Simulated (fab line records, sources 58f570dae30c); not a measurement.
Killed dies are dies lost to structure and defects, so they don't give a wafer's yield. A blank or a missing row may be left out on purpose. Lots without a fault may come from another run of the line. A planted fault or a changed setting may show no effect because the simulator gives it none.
Which tool did it? | flow berkeley_cmos170 | 14 lots, 42 wafers sampled, at 3 steps of a route of 331

WHAT THE GAUGES READ, wafer by wafer
UCB170_SDANNEAL_RS_MEAS_03: measures by four-point-probe. Usual: NSD_RS 37.29 ohm/sq, standard deviation 0.072.
lot  | measured     | on            | NSD_RS (ohm/sq)                     | flag
L763 | day 8 06:17  | film_metro-04 | 37.24 37.30 37.24                   |
L766 | day 8 20:09  | film_metro-02 | 37.40 37.35 37.39                   |
L768 | day 9 09:02  | film_metro-03 | 37.35 37.22 37.26                   |
L769 | day 9 20:33  | film_metro-02 | 37.35 37.37 37.39                   |
L770 | day 9 21:01  | film_metro-04 | 37.24 37.24 37.17                   |
L771 | day 9 21:04  | film_metro-03 | 37.33 37.29 37.24                   |
L774 | day 10 15:23 | film_metro-03 | 37.42 37.32 37.44                   |
L779 | day 11 03:04 | film_metro-02 | 37.27 37.26 37.35                   |
L777 | day 11 03:33 | film_metro-03 | 38.04 38.10 38.05 38.06 38.09 38.09 | OFF
L780 | day 11 09:40 | film_metro-04 | 38.12 38.22 38.17 38.19 38.15 38.23 | OFF
L783 | day 12 06:48 | film_metro-03 | 37.26 37.31 37.31                   |
L784 | day 12 07:13 | film_metro-02 | 37.25 37.27 37.35                   |
L782 | day 12 07:25 | film_metro-03 | 37.32 37.27 37.43                   |
L785 | day 12 16:40 | film_metro-03 | 37.31 37.30 37.30                   |

WHICH TOOL RAN EACH LOT (tool, then ch and the chambers of the sampled wafers, then the start)
lot  | UCB170_NSD_IMPLANT_08           | UCB170_NSD_STRIP_09
L763 | implanter-04 ch 0, day 8 04:28  | plasma_asher-02 ch 0,1, day 8 04:35
L766 | implanter-03 ch 0, day 8 17:44  | plasma_asher-02 ch 0,1, day 8 17:52
L768 | implanter-03 ch 0, day 9 07:25  | plasma_asher-04 ch 0,1, day 9 07:34
L769 | implanter-04 ch 0, day 9 18:55  | plasma_asher-04 ch 0,1, day 9 19:04
L770 | implanter-03 ch 0, day 9 19:21  | plasma_asher-02 ch 0,1, day 9 19:29
L771 | implanter-01 ch 0, day 9 19:28  | plasma_asher-04 ch 0,1, day 9 19:37
L774 | implanter-01 ch 0, day 10 13:05 | plasma_asher-02 ch 0,1, day 10 13:13
L779 | implanter-04 ch 0, day 11 01:32 | plasma_asher-03 ch 0,1, day 11 01:40
L777 | implanter-01 ch 0, day 11 01:58 | plasma_asher-04 ch 0,1, day 11 02:05
L780 | implanter-01 ch 0, day 11 08:05 | plasma_asher-04 ch 0,1, day 11 08:14
L783 | implanter-04 ch 0, day 12 05:20 | plasma_asher-04 ch 0,1, day 12 05:28
L784 | implanter-04 ch 0, day 12 05:44 | plasma_asher-04 ch 0,1, day 12 05:53
L782 | implanter-03 ch 0, day 12 05:53 | plasma_asher-03 ch 0,1, day 12 06:00
L785 | implanter-04 ch 0, day 12 15:12 | plasma_asher-04 ch 0,1, day 12 15:21
- UCB170_NSD_IMPLANT_08
- UCB170_NSD_STRIP_09: strips in O2.

WHAT THE TOOLS THEMSELVES READ (means of the sampled wafers that have a number; where no wafer has one, the mark that the record gives instead)
UCB170_NSD_IMPLANT_08. Usual: dose_ions_cm2 3e+15, standard deviation 3.1e+12.
lot  | tool         | dose_ions_cm2 | flag
L763 | implanter-04 | 3e+15         |
L766 | implanter-03 | 3e+15         |
L768 | implanter-03 | 3e+15         |
L769 | implanter-04 | 3e+15         |
L770 | implanter-03 | 3e+15         |
L771 | implanter-01 | 3e+15         |
L774 | implanter-01 | 3e+15         |
L779 | implanter-04 | 3e+15         |
L777 | implanter-01 | 3e+15         |
L780 | implanter-01 | 3e+15         |
L783 | implanter-04 | 3e+15         |
L784 | implanter-04 | 3e+15         |
L782 | implanter-03 | 3e+15         |
L785 | implanter-04 | 3e+15         |

UCB170_NSD_STRIP_09. Usual: drypump_motor_current_A 6.1 A, standard deviation 0.33; oes_product_au 0.534 a.u., standard deviation 0.0048; strip_time_to_endpoint_s 35.81 s, standard deviation 0.082.
lot  | tool            | drypump_motor_current_A (A) | oes_product_au (a.u.) | strip_time_to_endpoint_s (s) | flag
L763 | plasma_asher-02 | 6.5                         | 0.533                 | 35.74                        |
L766 | plasma_asher-02 | 6.5                         | 0.535                 | 35.78                        |
L768 | plasma_asher-04 | 5.8                         | 0.531                 | 35.81                        |
L769 | plasma_asher-04 | 5.9                         | 0.536                 | 35.70                        |
L770 | plasma_asher-02 | 6.5                         | 0.533                 | 35.79                        |
L771 | plasma_asher-04 | 5.8                         | 0.538                 | 35.81                        |
L774 | plasma_asher-02 | 6.5                         | 0.534                 | 35.70                        |
L779 | plasma_asher-03 | 6.3                         | 0.537                 | 35.89                        |
L777 | plasma_asher-04 | 5.9                         | 0.535                 | 35.46                        | OFF
L780 | plasma_asher-04 | 5.8                         | 0.539                 | 35.32                        | OFF
L783 | plasma_asher-04 | 5.9                         | 0.533                 | 35.97                        |
L784 | plasma_asher-04 | 5.8                         | 0.536                 | 35.87                        |
L782 | plasma_asher-03 | 6.2                         | 0.536                 | 35.78                        |
L785 | plasma_asher-04 | 5.9                         | 0.534                 | 35.70                        |

THE ANSWER, worked out from the rows above alone
Rule: a lot is off if the mean of its wafers that have a number lies more than 3 standard deviations from the usual mean. A lot without any number at a reading at which 4 lots or more have one is off too. The other lots that the step has rows for count as sound. The gauges are gone through in route order, then the tools' own readings, and for those a lot's mean is taken as printed above. The first step at which some lot is off is used, and at that step the reading that is off furthest; a lot without a number counts as furthest.
Off: L777, L780, at UCB170_SDANNEAL_RS_MEAS_03 (NSD_RS).
A tool fits if, at a process step before that reading, it ran every lot that is off, and no sound lot after the first of them. The gauges at UCB170_SDANNEAL_RS_MEAS_03 aren't tried: what is off there is off at UCB170_NSD_STRIP_09 too, on other tools, and a gauge's error can't cause that. One fits: implanter-01 at UCB170_NSD_IMPLANT_08. Its last sound lot is L774 (day 10 13:05), its first lot that is off L777 (day 11 01:58): a fault that began between those two fits.

WHAT THE SIMULATOR HAD PUT IN
Process parameter drift: implanter-01, from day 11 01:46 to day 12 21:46, at UCB170_NSD_IMPLANT_08. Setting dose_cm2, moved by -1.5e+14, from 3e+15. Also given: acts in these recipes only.
Lots struck among those shown: L777, L780. The rule above found the same.
